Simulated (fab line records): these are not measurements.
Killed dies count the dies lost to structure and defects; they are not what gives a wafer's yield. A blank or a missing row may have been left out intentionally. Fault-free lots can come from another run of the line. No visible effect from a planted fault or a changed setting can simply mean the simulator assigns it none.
Comparing a struck lot with a sound one | flow rit cmos | 15 steps out of a route of 202
Sound: the wafers L926.1, L926.5, L926.6. Wafers struck: L931.2, L931.4, L931.5. The cause is given at the end.
Each step with rows lists, per side, the tool, then ch with its chambers, then its first start. Under that, the readings that differ: sound wafers | struck wafers | difference of the means | sigmas: that difference in standard deviations of wafers without a fault.
alike: same words and numbers on both sides, and readings whose means sit less than 2 such deviations apart. not compared: any withheld reading, any reading some wafer has no value for, any bound like >300 that may hide the same value, and any number with overlapping values for which the record gives no deviation.
The two part at a step that has a row with sigmas, a row that says differs or no value, or rows on one side only. Numbers that have no deviation but don't overlap get no sigmas and don't part them. A reading missing from all wafers of one side parts the sides only when that side holds two or more wafers.

first, 6 steps without rows for these wafers: RIT_PRETRO_HMDS_00 (prime time 60 s); RIT_PRETRO_COAT_01 (resist thk 1300 nm); RIT_PRETRO_SOFTBAKE_02 (time 60 s); RIT_PRETRO_EXPOSE_03 (exposes mask M5, target cd 43700 nm); RIT_PRETRO_PEB_04; RIT_PRETRO_DEVELOP_05 (develop time 68 s).
RIT_PRETRO_OVL_MEAS_06:
  sound: overlay-01 at day 4 00:34; struck: overlay-01 at day 5 01:53
  alike: PRETRO_OVL
then, 2 steps without rows for these wafers: RIT_PRETRO_HARDBAKE_07 (time 120 s); RIT_PRETRO_IMPLANT_08.
RIT_PRETRO_STRIP_09: strips in O2, time 180 s.
  sound on plasma asher-01 ch 0,1, day 4 01:00; struck on plasma asher-02 ch 0,1, day 5 02:19
  alike: drypump motor current A
  not compared: rf hours counter h
RIT_PRETRO_TW_MEAS_10:
  sound: film metro-04 at day 4 01:11; struck: film metro-01 at day 5 02:29
  reading   | sound       | struck      | difference | sigmas
  PRETRO_TW | 479 479 480 | 466 468 468 | -12        | -2
then, 1 step without rows for these wafers: RIT_GATE_WET_ETCH_00 (etches SiO2 in BOE, target depth 56 nm, time 60 s).
RIT_GATE_CLEAN_01: cleans in SC1, time 580.1 s.
  sound on wet bench-04 ch 0, day 4 01:16; struck on wet bench-04 ch 3, day 5 02:34
  no value came back on the struck wafers for bath guard temp C (C), bath heat duty pct (%), temp c (C); on the sound wafers bath guard temp C (C) reads 76.0 75.4 75.2
then, 1 step without rows for these wafers: RIT_GATE_CLEAN_02 (cleans in dHF, time 30 s).
RIT_M1_PROBE_99:
  sound: prober-01 at day 5 07:02; struck: prober-01 at day 6 05:49
  alike: killed_at_M0_to_M3, killed at contacts, killed at front end, killed dies, killed open, killed short

WHERE THEY PART
First at RIT_PRETRO_TW_MEAS_10; last, within this record, at RIT_GATE_CLEAN_01. Later steps at which nothing parts them and some readings are alike: RIT_M1_PROBE_99.

WHY: the cause the simulator had injected
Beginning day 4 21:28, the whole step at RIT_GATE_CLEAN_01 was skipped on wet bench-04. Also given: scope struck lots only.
